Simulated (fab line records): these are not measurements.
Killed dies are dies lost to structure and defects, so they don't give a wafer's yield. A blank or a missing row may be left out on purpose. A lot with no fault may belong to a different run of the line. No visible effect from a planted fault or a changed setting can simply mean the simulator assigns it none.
Check for tools in common    flow rit_cmos    15 lots, 45 wafers sampled

REASON IT WAS OPENED
Of 15 lots, 3 have the reading PWELL_TW flagged at RIT_PWELL_TW_MEAS_10. Wafers without a fault read 952, standard deviation 8.9.
Rule: flag the lot when none of its wafers has a number, or when each of its wafers that has one lies beyond 4 standard deviations from that mean. All remaining lots are regarded as sound.

lot   measured     on             PWELL_TW, wafer by wafer  flag
L773  day 2 00:45  film_metro-04  952 957 952               
L774  day 2 05:39  film_metro-04  954 955 961               
L775  day 2 12:14  film_metro-02  940 941 939               
L776  day 2 14:30  film_metro-02  938 946 941               
L777  day 2 20:13  film_metro-04  959 959 957               
L782  day 3 20:47  film_metro-02  30 30 30                  FLAGGED
L783  day 4 03:03  film_metro-04  30 30 30                  FLAGGED
L784  day 4 09:03  film_metro-03  30 30 30                  FLAGGED
L789  day 5 07:07  film_metro-02  947 948 946               
L790  day 5 14:37  film_metro-04  958 963 957               
L791  day 5 20:09  film_metro-03  948 945 948               
L792  day 6 00:40  film_metro-04  955 960 957               
L793  day 6 03:38  film_metro-02  954 948 956               
L794  day 6 10:19  film_metro-03  957 955 956               
L795  day 6 14:14  film_metro-02  960 959 963               
Averaged over the flagged lots the numbers come to 30, -922 from the usual (-99 or more standard deviations).

TOOL THAT RAN EACH LOT
The record keeps 1 process step preceding the reading, out of 202 steps on the route. Cell contents, in order: the tool; ch with the chambers the sampled wafers went through; the start.
lot   flag     RIT_NWELL_STRIP_09
L773           plasma_asher-01 ch 0,1, day 1 23:01
L774           plasma_asher-01 ch 0,1, day 2 03:50
L775           plasma_asher-04 ch 0,1, day 2 10:28
L776           plasma_asher-01 ch 0,1, day 2 12:49
L777           plasma_asher-01 ch 0,1, day 2 18:24
L782  FLAGGED  plasma_asher-03 ch 0,1, day 3 18:56
L783  FLAGGED  plasma_asher-03 ch 0,1, day 4 01:14
L784  FLAGGED  plasma_asher-01 ch 0,1, day 4 07:14
L789           plasma_asher-03 ch 1, day 5 05:23
L790           plasma_asher-01 ch 0,1, day 5 12:52
L791           plasma_asher-01 ch 0,1, day 5 18:17
L792           plasma_asher-04 ch 0,1, day 5 22:49
L793           plasma_asher-04 ch 0,1, day 6 01:49
L794           plasma_asher-04 ch 0,1, day 6 08:12
L795           plasma_asher-03 ch 0,1, day 6 12:23
These steps, and what they do:
- RIT_NWELL_STRIP_09: strips in O2, time 180 s.
- RIT_PWELL_TW_MEAS_10

FLAGGED AGAINST TOTAL, ONE TOOL AT A TIME (gauges that did the reading follow at the end)
step                  tool             lots run  flagged  share of the flagged lots  sound lots run after its first flagged lot
RIT_NWELL_STRIP_09    plasma_asher-01  7         1        some                       2 (L790,L791)
RIT_NWELL_STRIP_09    plasma_asher-03  4         2        some                       2 (L789,L795)
RIT_NWELL_STRIP_09    plasma_asher-04  4         0        none                       -
RIT_PWELL_TW_MEAS_10  film_metro-02    6         1        some                       3 (L789,L793,L795)
RIT_PWELL_TW_MEAS_10  film_metro-03    3         1        some                       2 (L791,L794)
RIT_PWELL_TW_MEAS_10  film_metro-04    6         1        some                       2 (L790,L792)

WHAT THE TABLE ALLOWS
No row of the table ran every flagged lot.

WHAT THE SIMULATOR HAD INSERTED
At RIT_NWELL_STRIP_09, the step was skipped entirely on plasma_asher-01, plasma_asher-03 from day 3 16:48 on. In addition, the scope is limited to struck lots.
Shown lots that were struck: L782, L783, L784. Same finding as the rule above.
